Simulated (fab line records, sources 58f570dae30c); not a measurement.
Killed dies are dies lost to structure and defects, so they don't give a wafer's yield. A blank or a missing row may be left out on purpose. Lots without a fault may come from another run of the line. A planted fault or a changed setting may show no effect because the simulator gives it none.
One fault seen from 2 desks | flow berkeley_cmos170 | each desk has only its own numbers; what lay behind them comes last

THE METROLOGY DESK
What the gauges read, lot by lot, whatever tool the lot ran on: means of the sampled wafers that have a number. A lot is out of limits, marked OUT, if its mean lies more than 4 standard deviations from the usual mean; the brackets give that distance.
Columns: A = INCOMING_BOW at UCB170_START_BOW_MEAS_00, usual -1 um; B = PWELL_OVL at UCB170_PWELL_OVL_MEAS_13, usual 3 nm; C = PWELL_TW at UCB170_PWELL_TW_MEAS_17, usual 378.3
lot  | first seen here | A  | B  | C
L635 | day 1 10:00     | -2 | 8  | 375.0
L636 | day 1 15:00     | -1 | -2 | 374.3
L637 | day 1 20:04     | -3 | 4  | 377.8
L638 | day 2 01:01     | 1  | 16 | 377.2
L639 | day 2 06:02     | 2  | 5  | 375.7
L641 | day 2 16:00     | -4 | 4  | 364.6 (-4.9) OUT
L644 | day 3 07:00     | -0 | 2  | 368.9
L648 | day 4 03:00     | -2 | 4  | 380.4
L651 | day 4 18:00     | -3 | 5  | 381.6
L654 | day 5 09:04     | 2  | 1  | 377.4
L655 | day 5 14:01     | -5 | 5  | 376.8
L656 | day 5 19:00     | -0 | 2  | 380.1
L657 | day 6 00:00     | -5 | -0 | 377.2
L658 | day 6 05:00     | 2  | 2  | 378.8
This desk's finding: out of limits on L641; first on L641, day 4 09:47 (PWELL_TW at UCB170_PWELL_TW_MEAS_17). In limits: L635, L636, L637, L638, L639, L644, L648, L651, L654, L655, L656, L657, L658.

THE TOOL OWNER'S DESK: implanter-01
The tool's own readings at UCB170_PWELL_IMPLANT_15: means of the sampled wafers that have a number, for each lot that ran on this tool. A lot is out of limits, marked OUT, if its mean lies more than 4 standard deviations from the usual mean; the brackets give that distance.
Columns: A = dose_ions_cm2 at UCB170_PWELL_IMPLANT_15, usual 5e+12; B = faraday_current_uA at UCB170_PWELL_IMPLANT_15, usual 15.9
lot  | first seen here | A                       | B
L635 | day 3 01:50     | 5e+12                   | 16.3
L638 | day 3 11:03     | 5e+12                   | 15.8
L639 | day 3 18:56     | 5e+12                   | 15.9
L641 | day 4 09:32     | 4e+12 (-99 or more) OUT | 14.1 (-5.0) OUT
L644 | day 4 16:14     | 4e+12 (-99 or more) OUT | 14.5 (-4.1) OUT
L657 | day 8 05:22     | 5e+12                   | 16.1
This desk's finding: out of limits on L641, L644; first on L641, day 4 09:32 (dose_ions_cm2 at UCB170_PWELL_IMPLANT_15). In limits: L635, L638, L639, L657.

PUT TOGETHER
The tool owner's desk could have raised an alarm at day 4 09:32, on L641, L644.
The metrology desk could have raised an alarm at day 4 09:47, on L641.
The metrology desk has L644 on record, within its limits.
Of the lots named, all ran UCB170_PWELL_IMPLANT_15 on implanter-01.

WHAT THE SIMULATOR HAD PUT IN
Process parameter drift: implanter-01, from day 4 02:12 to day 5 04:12, at UCB170_PWELL_IMPLANT_15. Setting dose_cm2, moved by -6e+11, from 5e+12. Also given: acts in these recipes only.
Lots struck among those shown: L641, L644.
Hours from the fault's start to each desk's first reading out of limits: the tool owner's desk, 7; the metrology desk, 8.
